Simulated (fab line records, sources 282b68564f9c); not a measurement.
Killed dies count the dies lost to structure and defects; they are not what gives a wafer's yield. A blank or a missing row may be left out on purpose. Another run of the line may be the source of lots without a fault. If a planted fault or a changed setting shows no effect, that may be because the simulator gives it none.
fab line records    flow rit-cmos
record: lots: 6  wafers: 18  last-day: 7
route steps=202 shown GATE@89 REOX@98 NLDD@103 PLDD@114 SPACER@125 M1@202
lots that met no fault: from a run of the same line without faults
start-h: the number of hours between the record's first day and the start of the first shown wafer of the lot    wait-h: hours elapsed since this lot's preceding step    " same as the row above    L1.1+2: a row that stands for several wafers    - value missing, or start not given    * or withheld: withheld    < > ~ a bound
route shown NAME@n: names a module that has steps shown in the file, with the first one's number in the route    usual: mean/standard deviation taken from wafers without a fault    same: alike in all rows    chamber/n: place in a boat    sites: readings site by site    _std_site: the values' standard deviation    _edge_site: mean of outer sites minus mean of inner sites    radius-mm: how far each site lies from the wafer's centre    mask NAME#n: copy n    behind: the most recent tool/chamber to have shaped the wafer    hold: why the lot went on hold/how many hours it stayed there/how the hold came to an end    device: transistor that didn't switch, given as n, p or np    end of line: tests run on the same wafers once the route is complete    a step with no rows: only its recipe    killed: count of dies lost to structure and defects at first sort (not the wafer's yield)    map: shows each die of a wafer: x if killed, . if not, _ if none is there
set.NAME: setting as actually run; set.NAME@STEP: the setting as run at that earlier step    model.NAME: the simulator's own value behind a step, which no gauge read
certain route steps with their lots: each step a table, each wafer a row
services: a tool's chamber out of use, with start hour (start-h, from the record's first day; less than 0 if before it), hours out, and reason
== steps ==
step: RIT_GATE_EXPOSE_13
recipe: mask-id: M6  na: 0.6  source-shape: conventional  sigma-outer: 0.6  target-cd-nm: 150  dose-mj: 380
step: RIT_GATE_PEB_14
recipe: resist: NOVOLAK  temp-c: withheld  time-s: withheld
step: RIT_GATE_DEVELOP_15
recipe: resist: NOVOLAK  develop-time-s: 50  dev-temp-c: 23
step: RIT_GATE_CD_MEAS_16
recipe: target-cd-nm: 150
usual: cd-nm: 149.6/2.7
lot.wafer  tool       chamber  start-h  wait-h  cd-nm
L419.2     cd-sem-01  -        43.45    -       148.4
L419.5     "          -        "        "       150.3
L419.6     "          -        "        "       151.7
L427.1     cd-sem-02  -        85.87    -       150.9
L427.2     "          -        "        "       152.7
L427.5     "          -        "        "       149.8
L431.1     cd-sem-01  -        105.30   -       149.5
L431.2     "          -        "        "       147.2
L431.6     "          -        "        "       149.2
L437.2     cd-sem-02  -        136.62   -       147.0
L437.3     "          -        "        "       150.2
L437.5     "          -        "        "       150.2
L439.1     cd-sem-02  -        143.25   -       151.7
L439.5     "          -        "        "       151.7
L439.6     "          -        "        "       154.7
L440.1     cd-sem-02  -        148.67   -       151.5
L440.3     "          -        "        "       151.3
L440.6     "          -        "        "       151.8
step: RIT_GATE_OVL_MEAS_17
usual: GATE_OVL: 0.4/1.3
lot.wafer  tool        chamber  start-h  wait-h  GATE_OVL[nm]
L419.2     overlay-02  -        43.56    0.1     -0.1
L419.5     "           -        "        "       -0.7
L419.6     "           -        "        "       -0.8
L427.1     overlay-01  -        85.99    0.1     1.0
L427.2     "           -        "        "       1.5
L427.5     "           -        "        "       0.6
L431.1     overlay-02  -        105.42   0.1     -0.1
L431.2     "           -        "        "       0.2
L431.6     "           -        "        "       0.3
L437.2     overlay-02  -        136.73   0.1     1.8
L437.3     "           -        "        "       0.6
L437.5     "           -        "        "       1.2
L439.1     overlay-02  -        143.37   0.1     -2.6
L439.5     "           -        "        "       -1.4
L439.6     "           -        "        "       -3.7
L440.1     overlay-01  -        148.79   0.1     1.9
L440.3     "           -        "        "       0.8
L440.6     "           -        "        "       2.9
step: RIT_GATE_HARDBAKE_18
recipe: resist: NOVOLAK  temp-c: 140  time-s: 60
step: RIT_GATE_ETCH_19
recipe: chemistry: SF6/CHF3/O2  time-s: 165  SF6_flow_sccm: 30  CHF3_flow_sccm: 30  O2_flow_sccm: 5  target: poly-Si  pressure-mtorr: 40  rf-w: 163  target-depth-a: 3125  over-etch-frac: 0.25  stop-on: SiO2
usual: drypump-motor-current-A: 6.0/0.45  oes-product-au: 0.842/0.018  throttle-valve-pct: 10.23/0.17
lot.wafer  tool       chamber  start-h  wait-h  drypump-motor-current-A  oes-product-au  rf-hours-counter-h  throttle-valve-pct
L419.2     rie-si-02  3        43.74    0.1     5.5                      0.813           106                 10.41
L419.5     "          2        "        "       6.5                      0.809           -                   10.52
L419.6     "          3        "        "       5.5                      0.818           -                   10.39
L427.1     rie-si-02  2        86.18    0.1     6.6                      0.811           28                  10.51
L427.2     "          1        "        "       5.8                      0.861           115                 10.23
L427.5     "          1        "        "       5.8                      0.854           -                   10.26
L431.1     rie-si-02  1        105.60   0.1     5.8                      0.860           116                 10.25
L431.2     "          3        "        "       5.5                      0.810           106                 10.40
L431.6     "          3        "        "       5.5                      0.808           -                   10.41
L437.2     rie-si-02  0        136.91   0.1     5.3                      0.827           48                  10.03
L437.3     "          3        "        "       5.5                      0.809           106                 10.42
L437.5     "          1        "        "       5.8                      0.855           -                   10.26
L439.1     rie-si-02  2        143.55   0.1     6.6                      0.829           29                  10.51
L439.5     "          1        "        "       5.8                      0.869           -                   10.24
L439.6     "          0        "        "       5.3                      0.825           -                   10.05
L440.1     rie-si-01  0        148.97   0.1     6.0                      0.838           111                 10.12
L440.3     "          1        "        "       6.5                      0.851           3                   9.96
L440.6     "          1        "        "       6.5                      0.855           -                   9.97
step: RIT_GATE_STRIP_20
recipe: chemistry: O2  time-s: 180  resist: NOVOLAK  platen-temp-c: withheld  power-w: 500  pressure-mtorr: 4000  o2-flow-sccm: 4000
usual: drypump-motor-current-A: 5.3/0.4
lot.wafer  tool             chamber  start-h  wait-h  drypump-motor-current-A  rf-hours-counter-h
L419.2     plasma-asher-01  1        43.85    0.1     4.8                      41
L419.5     "                1        "        "       4.8                      -
L419.6     "                0        "        "       5.4                      -
L427.1     plasma-asher-04  0        86.28    0.1     5.6                      24
L427.2     "                1        "        "       5.5                      24
L427.5     "                1        "        "       5.5                      -
L431.1     plasma-asher-04  0        105.71   0.1     5.6                      26
L431.2     "                1        "        "       5.5                      26
L431.6     "                0        "        "       5.6                      -
L437.2     plasma-asher-01  0        137.02   0.1     5.4                      53
L437.3     "                0        "        "       5.4                      -
L437.5     "                0        "        "       5.4                      -
L439.1     plasma-asher-03  0        143.66   0.1     5.0                      53
L439.5     "                0        "        "       5.0                      -
L439.6     "                1        "        "       5.9                      -
L440.1     plasma-asher-03  0        149.08   0.1     5.0                      53
L440.3     "                0        "        "       5.0                      -
L440.6     "                0        "        "       5.0                      -
step: RIT_GATE_CD_MEAS_90
recipe: target-cd-nm: 150
usual: cd-nm: 149.5/2.7
lot.wafer  tool       chamber  start-h  wait-h  cd-nm
L419.2     cd-sem-02  -        44.04    0.1     148.8
L419.5     "          -        "        "       150.8
L419.6     "          -        "        "       151.8
L427.1     cd-sem-01  -        86.46    0.1     151.2
L427.2     "          -        "        "       152.4
L427.5     "          -        "        "       149.9
L431.1     cd-sem-01  -        105.89   0.1     149.4
L431.2     "          -        "        "       147.3
L431.6     "          -        "        "       149.4
L437.2     cd-sem-01  -        137.21   0.1     146.8
L437.3     "          -        "        "       150.1
L437.5     "          -        "        "       149.7
L439.1     cd-sem-01  -        143.84   0.1     151.8
L439.5     "          -        "        "       151.3
L439.6     "          -        "        "       154.3
L440.1     cd-sem-01  -        149.26   0.1     151.2
L440.3     "          -        "        "       150.8
L440.6     "          -        "        "       152.0
step: RIT_REOX_CLEAN_00
recipe: chemistry: SC1  mix: 3:3:50  time-s: 600  temp-c: 75
step: RIT_REOX_CLEAN_01
recipe: chemistry: dHF  dilution: 50:1  time-s: 30
step: RIT_REOX_CLEAN_02
recipe: chemistry: SC2  mix: 3:3:50  time-s: 600  temp-c: 75  dry: n2-spin
step: RIT_REOX_OXIDATION_03
recipe: temp-c: 900  ambient: O2  target-thk-a: 252  ox-time-s: 5580
usual: spike-tc-centre-C: 902.4/1.3  spike-tc-load-C: 925.6/1.5  spike-tc-source-C: 920/4.2  tube-center-temp-C: 900/0.08  tube_center_temp_C_max: 902.3/0.41
lot.wafer  tool        chamber  start-h  wait-h  spike-tc-centre-C  spike-tc-load-C  spike-tc-source-C  tube-center-temp-C  tube_center_temp_C_max  model.SiO2_of_REOX_OXIDATION_03.thk-nm
L419.2     furnace-04  0        44.51    0.0     902.5              927.1            913                899.92              902.1                   25.07
L419.5     "           0        "        "       904.5              927.4            914                900.1               902.6                   24.98
L419.6     "           0        "        "       903.2              928.2            914                899.96              903.2                   24.94
L427.1     furnace-04  0        87.75    0.8     889.3              911.3            900                885.95              887.9                   22.53
L427.2     "           0        "        "       888.4              913.7            900                886.07              888.0                   22.55
L427.5     "           0        "        "       889.1              913.5            900                886.06              888.3                   22.43
L431.1     furnace-04  0        106.37   0.0     889.3              913.0            900                886.07              889.1                   22.27
L431.2     "           0        "        "       888.0              913.2            900                885.98              888.1                   22.07
L431.6     "           0        "        "       889.0              913.6            901                885.94              888.5                   22.29
L437.2     furnace-03  0        137.73   0.0     900.0              925.2            924                900.12              902.0                   25.06
L437.3     "           0        "        "       901.5              925.8            925                900                 902.5                   25.08
L437.5     "           0        "        "       902.2              925.4            923                900.05              901.9                   24.96
L439.1     furnace-01  0        144.86   0.5     900.9              923.6            924                899.85              902.5                   25.37
L439.5     "           0        "        "       901.2              923.9            925                900                 901.9                   24.98
L439.6     "           0        "        "       902.1              923.0            920                899.97              902.6                   24.92
L440.1     furnace-01  0        150.21   0.4     901.7              923.8            923                900.13              902.5                   24.77
L440.3     "           0        "        "       901.5              926.7            924                900.04              901.9                   24.72
L440.6     "           0        "        "       901.3              923.1            924                900.01              903.2                   24.84
step: RIT_REOX_THK_MEAS_04
recipe: reads: SiO2_of_REOX_OXIDATION_03
usual: REOX_OXIDE_THK: 25.2/0.51
lot.wafer  tool           chamber  start-h  wait-h  REOX_OXIDE_THK[nm]
L419.2     film-metro-01  -        47.07    0.0     25.1
L419.5     "              -        "        "       24.9
L419.6     "              -        "        "       25.0
L427.1     film-metro-01  -        90.30    0.0     22.5
L427.2     "              -        "        "       22.6
L427.5     "              -        "        "       22.5
L431.1     film-metro-01  -        108.92   0.0     22.3
L431.2     "              -        "        "       22.1
L431.6     "              -        "        "       22.3
L437.2     film-metro-01  -        140.29   0.0     25.0
L437.3     "              -        "        "       25.1
L437.5     "              -        "        "       25.0
L439.1     film-metro-02  -        147.41   0.0     25.4
L439.5     "              -        "        "       25.0
L439.6     "              -        "        "       24.9
L440.1     film-metro-02  -        152.76   0.0     24.7
L440.3     "              -        "        "       24.8
L440.6     "              -        "        "       24.8
step: RIT_NLDD_HMDS_00
recipe: prime-time-s: 60  prime-temp-c: 140
step: RIT_NLDD_COAT_01
recipe: resist: NOVOLAK  spin-rpm: 3250  resist-thk-nm: 1000
step: RIT_NLDD_SOFTBAKE_02
recipe: resist: NOVOLAK  temp-c: 90  time-s: 60
step: RIT_NLDD_EXPOSE_03
recipe: mask-id: M7  na: 0.57  target-cd-nm: 40700  dose-mj: 250
step: RIT_NLDD_PEB_04
recipe: resist: NOVOLAK  temp-c: withheld  time-s: withheld
step: RIT_NLDD_DEVELOP_05
recipe: resist: NOVOLAK  develop-time-s: 50  dev-temp-c: 23
step: RIT_NLDD_OVL_MEAS_06
usual: NLDD_OVL: 0.2/1.3
lot.wafer  tool        chamber  start-h  wait-h  NLDD_OVL[nm]
L419.2     overlay-01  -        47.98    -       -0.3
L419.5     "           -        "        "       -0.8
L419.6     "           -        "        "       -1.1
L427.1     overlay-01  -        91.53    -       0.9
L427.2     "           -        "        "       0.7
L427.5     "           -        "        "       1.0
L431.1     overlay-02  -        109.96   -       -0.3
L431.2     "           -        "        "       0.6
L431.6     "           -        "        "       -2.4
L437.2     overlay-02  -        141.33   -       0.8
L437.3     "           -        "        "       -0.8
L437.5     "           -        "        "       -0.8
L439.1     overlay-02  -        148.44   -       -1.0
L439.5     "           -        "        "       -1.1
L439.6     "           -        "        "       -1.3
L440.1     overlay-02  -        153.67   -       -0.5
L440.3     "           -        "        "       -0.1
L440.6     "           -        "        "       0.0
step: RIT_NLDD_HARDBAKE_07
recipe: resist: NOVOLAK  temp-c: 138.8  time-s: 60
step: RIT_NLDD_IMPLANT_08
recipe: species: P  energy-kev: 20  dose-cm2: 5e+14  tilt-deg: 7
step: RIT_NLDD_STRIP_09
recipe: chemistry: O2  time-s: 180  resist: NOVOLAK  platen-temp-c: withheld  power-w: 500  pressure-mtorr: 4000  o2-flow-sccm: 4000
usual: drypump-motor-current-A: 5.4/0.48
lot.wafer  tool             chamber  start-h  wait-h  drypump-motor-current-A  rf-hours-counter-h
L419.2     plasma-asher-03  1        48.31    0.1     5.9                      43
L419.5     "                0        "        "       5.0                      -
L419.6     "                1        "        "       5.9                      -
L427.1     plasma-asher-01  0        91.87    0.1     5.4                      47
L427.2     "                1        "        "       4.8                      47
L427.5     "                0        "        "       5.4                      -
L431.1     plasma-asher-01  0        110.29   0.1     5.4                      50
L431.2     "                1        "        "       4.8                      50
L431.6     "                1        "        "       4.8                      -
L437.2     plasma-asher-03  1        141.66   0.1     5.9                      52
L437.3     "                1        "        "       5.9                      -
L437.5     "                1        "        "       5.9                      -
L439.1     plasma-asher-01  1        148.78   0.1     4.8                      54
L439.5     "                1        "        "       4.8                      -
L439.6     "                0        "        "       5.4                      -
L440.1     plasma-asher-02  0        154.27   0.1     5.9                      3
L440.3     "                0        "        "       5.9                      -
L440.6     "                0        "        "       5.9                      -
step: RIT_NLDD_TW_MEAS_10
usual: NLDD_TW: 2499/17
lot.wafer  tool           chamber  start-h  wait-h  NLDD_TW
L419.2     film-metro-03  -        48.49    0.1     2503
L419.5     "              -        "        "       2504
L419.6     "              -        "        "       2511
L427.1     film-metro-03  -        92.04    0.1     2484
L427.2     "              -        "        "       2499
L427.5     "              -        "        "       2486
L431.1     film-metro-03  -        110.47   0.1     2521
L431.2     "              -        "        "       2507
L431.6     "              -        "        "       2514
L437.2     film-metro-02  -        141.84   0.1     2477
L437.3     "              -        "        "       2477
L437.5     "              -        "        "       2474
L439.1     film-metro-02  -        148.95   0.1     2488
L439.5     "              -        "        "       2479
L439.6     "              -        "        "       2479
L440.1     film-metro-02  -        154.45   0.1     2491
L440.3     "              -        "        "       2486
L440.6     "              -        "        "       2474
step: RIT_PLDD_HMDS_00
recipe: prime-time-s: 60  prime-temp-c: 140
step: RIT_PLDD_COAT_01
recipe: resist: NOVOLAK  spin-rpm: 3250  resist-thk-nm: 1000
step: RIT_PLDD_SOFTBAKE_02
recipe: resist: NOVOLAK  temp-c: 90  time-s: 60
step: RIT_PLDD_EXPOSE_03
recipe: mask-id: M8  na: 0.57  target-cd-nm: 40900  dose-mj: 250
step: RIT_PLDD_PEB_04
recipe: resist: NOVOLAK  temp-c: withheld  time-s: withheld
step: RIT_PLDD_DEVELOP_05
recipe: resist: NOVOLAK  develop-time-s: 50  dev-temp-c: 23
step: RIT_PLDD_OVL_MEAS_06
usual: PLDD_OVL: -0.5/1.4
lot.wafer  tool        chamber  start-h  wait-h  PLDD_OVL[nm]
L419.2     overlay-02  -        49.40    -       -1.4
L419.5     "           -        "        "       -1.7
L419.6     "           -        "        "       -2.4
L427.1     overlay-01  -        92.95    -       -1.1
L427.2     "           -        "        "       -1.3
L427.5     "           -        "        "       -1.3
L431.1     overlay-02  -        111.50   -       -2.6
L431.2     "           -        "        "       -2.3
L431.6     "           -        "        "       -1.3
L437.2     overlay-02  -        142.87   -       -0.7
L437.3     "           -        "        "       -1.5
L437.5     "           -        "        "       -2.6
L439.1     overlay-01  -        149.86   -       0.7
L439.5     "           -        "        "       1.6
L439.6     "           -        "        "       1.1
L440.1     overlay-01  -        155.36   -       -0.4
L440.3     "           -        "        "       0.6
L440.6     "           -        "        "       1.4
step: RIT_PLDD_HARDBAKE_07
recipe: resist: NOVOLAK  temp-c: 140  time-s: 60
step: RIT_PLDD_IMPLANT_08
recipe: species: BF2  energy-kev: 20  dose-cm2: 9e+14  tilt-deg: 7
step: RIT_PLDD_STRIP_09
recipe: chemistry: O2  time-s: 180  resist: NOVOLAK  platen-temp-c: withheld  power-w: 500  pressure-mtorr: 4000  o2-flow-sccm: 4000
usual: drypump-motor-current-A: 5.6/0.31
lot.wafer  tool             chamber  start-h  wait-h  drypump-motor-current-A  rf-hours-counter-h
L419.2     plasma-asher-02  1        49.73    0.1     6.0                      39
L419.5     "                0        "        "       5.9                      -
L419.6     "                1        "        "       6.0                      -
L427.1     plasma-asher-04  1        93.29    0.1     5.5                      25
L427.2     "                0        "        "       5.6                      25
L427.5     "                1        "        "       5.5                      -
L431.1     plasma-asher-04  0        111.84   0.1     5.6                      27
L431.2     "                1        "        "       5.5                      27
L431.6     "                1        "        "       5.5                      -
L437.2     plasma-asher-01  0        143.20   0.1     5.4                      54
L437.3     "                1        "        "       4.8                      -
L437.5     "                1        "        "       4.8                      -
L439.1     plasma-asher-04  0        150.20   0.1     5.6                      31
L439.5     "                1        "        "       5.5                      -
L439.6     "                0        "        "       5.5                      -
L440.1     plasma-asher-02  1        155.69   0.1     6.0                      3
L440.3     "                0        "        "       5.9                      -
L440.6     "                1        "        "       6.0                      -
step: RIT_PLDD_TW_MEAS_10
usual: PLDD_TW: 2354/15
lot.wafer  tool           chamber  start-h  wait-h  PLDD_TW
L419.2     film-metro-04  -        49.91    0.1     2378
L419.5     "              -        "        "       2371
L419.6     "              -        "        "       2350
L427.1     film-metro-04  -        93.47    0.1     2350
L427.2     "              -        "        "       2354
L427.5     "              -        "        "       2357
L431.1     film-metro-02  -        112.02   0.1     2342
L431.2     "              -        "        "       2343
L431.6     "              -        "        "       2350
L437.2     film-metro-02  -        143.39   0.1     2336
L437.3     "              -        "        "       2341
L437.5     "              -        "        "       2319
L439.1     film-metro-03  -        150.38   0.1     2353
L439.5     "              -        "        "       2372
L439.6     "              -        "        "       2355
L440.1     film-metro-02  -        155.87   0.1     2343
L440.3     "              -        "        "       2327
L440.6     "              -        "        "       2330
step: RIT_SPACER_CLEAN_00
recipe: chemistry: SC1  mix: 3:3:50  time-s: 600  temp-c: 75
lot.wafer  tool          chamber  start-h  wait-h  model.SiO2_of_REOX_OXIDATION_03.thk-nm
L419.2     wet-bench-02  0        49.96    0.0     23.11
L419.5     "             0        "        "       23.02
L419.6     "             0        "        "       22.99
L427.1     wet-bench-01  0        93.53    0.1     20.78
L427.2     "             0        "        "       20.8
L427.5     "             0        "        "       20.69
L431.1     wet-bench-01  3        112.08   0.1     20.52
L431.2     "             3        "        "       20.34
L431.6     "             3        "        "       20.54
L437.2     wet-bench-04  1        143.44   0.0     23.12
L437.3     "             1        "        "       23.13
L437.5     "             1        "        "       23.02
L439.1     wet-bench-01  1        150.44   0.1     23.44
L439.5     "             1        "        "       23.08
L439.6     "             1        "        "       23.03
L440.1     wet-bench-01  0        155.93   0.1     22.84
L440.3     "             0        "        "       22.8
L440.6     "             0        "        "       22.91
step: RIT_SPACER_CLEAN_01
recipe: chemistry: dHF  dilution: 50:1  time-s: 30
step: RIT_M1_PROBE_99
usual: killed-at-front-end: 6.6/2.9  killed-dies: 6.6/3  killed-open: 3.4/2  killed-short: 3.2/2
same: gross-dies: 264  killed_at_M0_to_M3: 0  killed_at_M4_up: 0  killed-at-back-side: 0  killed-at-contacts: 0  killed-at-other: 0
lot.wafer  tool       chamber  start-h  wait-h  killed-at-front-end  killed-dies  killed-open  killed-short  model.etest.pmos-turned.r-on-ohm-um  model.etest.pmos_0p3.r-on-ohm-um  model.etest.pmos_0p15.r-on-ohm-um  model.etest.pldd.rs-ohm-sq  model.etest.nmos_0p3.r-on-ohm-um  model.etest.nmos_0p15.r-on-ohm-um  model.etest.nmos-turned.drive-ua-um  model.etest.nldd.rs-ohm-sq
L419.2     prober-02  -        63.62    0.1     6                    6            3            3             3238                                 6050                              2629                               455.5                       2145                              1147                               332.8                                377.9
L419.5     prober-02  -        63.77    0.2     4                    4            2            2             3180                                 5919                              2610                               460.3                       2113                              1121                               340.3                                378.7
L419.6     prober-02  -        63.82    0.2     7                    7            4            3             3259                                 5962                              2659                               449.3                       2148                              1160                               326.7                                375.3
L427.1     prober-01  -        106.95   0.1     6                    6            3            3             2944                                 5828                              2470                               392.8                       2036                              1037                               382.9                                334.6
L427.2     prober-01  -        107.00   0.1     10                   10           5            5             3015                                 5841                              2548                               389.8                       2080                              1081                               373.8                                335.2
L427.5     prober-01  -        107.15   0.2     3                    3            2            1             2940                                 5804                              2441                               390.5                       2023                              1026                               382.8                                331.3
L431.1     prober-01  -        125.95   0.1     5                    5            2            3             2920                                 5668                              2447                               381.2                       2052                              1081                               391.3                                337.7
L431.2     prober-01  -        126.00   0.1     4                    4            3            1             2746                                 5512                              2303                               374.8                       1974                              1017                               403.3                                331.8
L431.6     prober-01  -        126.20   0.2     3                    3            2            1             2864                                 5616                              2397                               378.5                       2000                              1055                               392.6                                337.1
L437.2     prober-01  -        157.51   0.1     8                    8            5            3             3284                                 5953                              2641                               521.1                       2012                              1067                               374.4                                354
L437.3     prober-01  -        157.56   0.2     5                    5            2            3             3357                                 5964                              2690                               523.5                       2010                              1066                               372.4                                352
L437.5     prober-01  -        157.66   0.2     5                    5            2            3             3300                                 5937                              2674                               516.4                       2013                              1064                               374.9                                349.5
L439.1     prober-01  -        164.49   0.1     3                    3            1            2             3406                                 5934                              2766                               540.7                       2063                              1151                               347.6                                373.9
L439.5     prober-01  -        164.69   0.2     11                   11           5            6             3347                                 5889                              2712                               518                         2031                              1120                               355.6                                366.5
L439.6     prober-01  -        164.74   0.2     3                    3            1            2             3370                                 5998                              2739                               508.9                       2032                              1079                               348.4                                366.6
L440.1     prober-02  -        169.31   0.1     6                    6            1            5             3143                                 5878                              2576                               439.7                       2080                              1105                               346.4                                367.5
L440.3     prober-02  -        169.41   0.2     9                    9            2            7             3095                                 5805                              2528                               436.9                       2040                              1077                               354.4                                369.7
L440.6     prober-02  -        169.56   0.2     8                    8            3            5             3187                                 5908                              2581                               435.9                       2076                              1098                               346                                  371.5
killed by level:class
L419.2 FOX1:geometric-particle:open=1 GATE:geometric-particle:short=1 SPACER:geometric-particle:open=1 SPACER:geometric-particle:short=1 SILICIDE:geometric-particle:open=1 SILICIDE:geometric-particle:short=1
L419.5 FOX1:geometric-particle:open=2 GATE:geometric-particle:short=2
L419.6 FOX1:geometric-particle:open=2 GATE:geometric-particle:short=2 FOX1:geometric-particle:short=1 FOX2:geometric-particle:open=1 SPACER:geometric-particle:open=1
L427.1 GATE:geometric-particle:short=3 GATE:geometric-particle:open=2 SILICIDE:geometric-particle:open=1
L427.2 GATE:geometric-particle:short=2 SILICIDE:geometric-particle:open=2 FOX1:geometric-particle:open=1 FOX1:geometric-particle:short=1 GATE:geometric-particle:open=1 REOX:geometric-particle:short=1 REOX:geometric-particle:open=1 SILICIDE:geometric-particle:short=1
L427.5 REOX:geometric-particle:open=2 REOX:geometric-particle:short=1
L431.1 GATE:geometric-particle:short=3 GATE:geometric-particle:open=1 SILICIDE:geometric-particle:open=1
L431.2 REOX:geometric-particle:open=2 SPACER:geometric-particle:short=1 SPACER:geometric-particle:open=1
L431.6 SPACER:geometric-particle:open=2 FOX1:geometric-particle:short=1
L437.2 GATE:geometric-particle:short=3 SPACER:geometric-particle:open=2 FOX2:geometric-particle:open=1 GATE:geometric-particle:open=1 REOX:geometric-particle:open=1
L437.3 FOX2:geometric-particle:short=1 GATE:geometric-particle:short=1 GATE:geometric-particle:open=1 SILICIDE:geometric-particle:short=1 SILICIDE:geometric-particle:open=1
L437.5 GATE:geometric-particle:short=2 FOX2:geometric-particle:open=1 GATE:geometric-particle:open=1 SPACER:geometric-particle:short=1
L439.1 FOX1:geometric-particle:short=1 GATE:geometric-particle:open=1 SPACER:geometric-particle:short=1
L439.5 GATE:geometric-particle:open=3 GATE:geometric-particle:short=2 REOX:geometric-particle:open=2 SPACER:geometric-particle:short=2 FOX1:geometric-particle:short=1 SILICIDE:geometric-particle:short=1
L439.6 FOX1:geometric-particle:short=1 GATE:geometric-particle:short=1 GATE:geometric-particle:open=1
L440.1 GATE:geometric-particle:short=2 FOX2:geometric-particle:short=1 GATE:geometric-particle:open=1 SPACER:geometric-particle:short=1 SILICIDE:geometric-particle:short=1
L440.3 GATE:geometric-particle:short=2 ACTIVE:geometric-particle:short=1 FOX2:geometric-particle:open=1 FOX2:geometric-particle:short=1 GATE:geometric-particle:open=1 REOX:geometric-particle:short=1 SPACER:geometric-particle:short=1 SILICIDE:geometric-particle:short=1
L440.6 GATE:geometric-particle:short=3 FOX1:geometric-particle:short=1 FOX1:geometric-particle:open=1 REOX:geometric-particle:open=1 SPACER:geometric-particle:open=1 SILICIDE:geometric-particle:short=1
== services ==
tool             chamber  start-h  hours  kind
furnace-03       -        27.62    2.6    pm
rie-si-01        0        28.44    3.5    repair
plasma-asher-04  -        33.20    1.2    repair
rie-si-01        -        39.48    0.4    repair
rie-si-02        1        41.26    5.3    repair
plasma-asher-02  -        43.47    2.2    repair
furnace-04       -        63.59    3.1    pm
plasma-asher-03  -        68.20    8.0    repair
plasma-asher-04  -        69.16    10.0   pm
plasma-asher-01  -        90.33    1.3    repair
plasma-asher-04  -        95.39    2.0    repair
plasma-asher-02  -        108.75   9.0    pm
plasma-asher-02  0        108.75   9.0    vent-cycle
plasma-asher-02  1        108.75   9.0    vent-cycle
plasma-asher-02  0        117.75   -      clean
plasma-asher-02  1        117.75   -      clean
plasma-asher-02  -        135.05   4.4    repair
furnace-01       -        138.60   3.9    pm
== key ==
first-sign: step: RIT_REOX_OXIDATION_03  reading: tube-center-temp-C  direction: down  sigmas: 99+  usual: *  struck: *
effect: step: RIT_REOX_OXIDATION_03  reading: tube_center_temp_C_max  direction: down  sigmas: 34  usual: *  struck: *
effect: step: RIT_REOX_THK_MEAS_04  reading: REOX_OXIDE_THK  direction: down  sigmas: 5.5  usual: 25.2  struck: 22.4
model-effect: step: RIT_REOX_OXIDATION_03  value: SiO2_of_REOX_OXIDATION_03.thk-nm  without: 25.74  struck: 22.36
model-effect: step: RIT_SPACER_CLEAN_00  value: SiO2_of_REOX_OXIDATION_03.thk-nm  without: 23.73  struck: 20.61
model-effect: step: RIT_M1_PROBE_99  value: etest.pmos-turned.r-on-ohm-um  without: 3302  struck: 2905
met-at RIT_REOX_OXIDATION_03
struck-wafers L427.1,L427.2,L427.5,L431.1,L431.2,L431.6
tester-left-out L427,L431
onset-between 44.51 87.75
fault: kind: process-parameter-drift  tool: furnace-04  chamber: -  onset-h: 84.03  steps: RIT_REOX_OXIDATION_03  channel: temp-c  offset: *  shape: step  end-h: 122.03  acts-in: *  stated: *
tester-left-out: of these lots the tester's yield and bins aren't shown, on N5 and GAA mostly nor the transistor test; their killed dies are dies lost to structure and defects alone, not to doping, threshold or leakage, so they don't give the yield
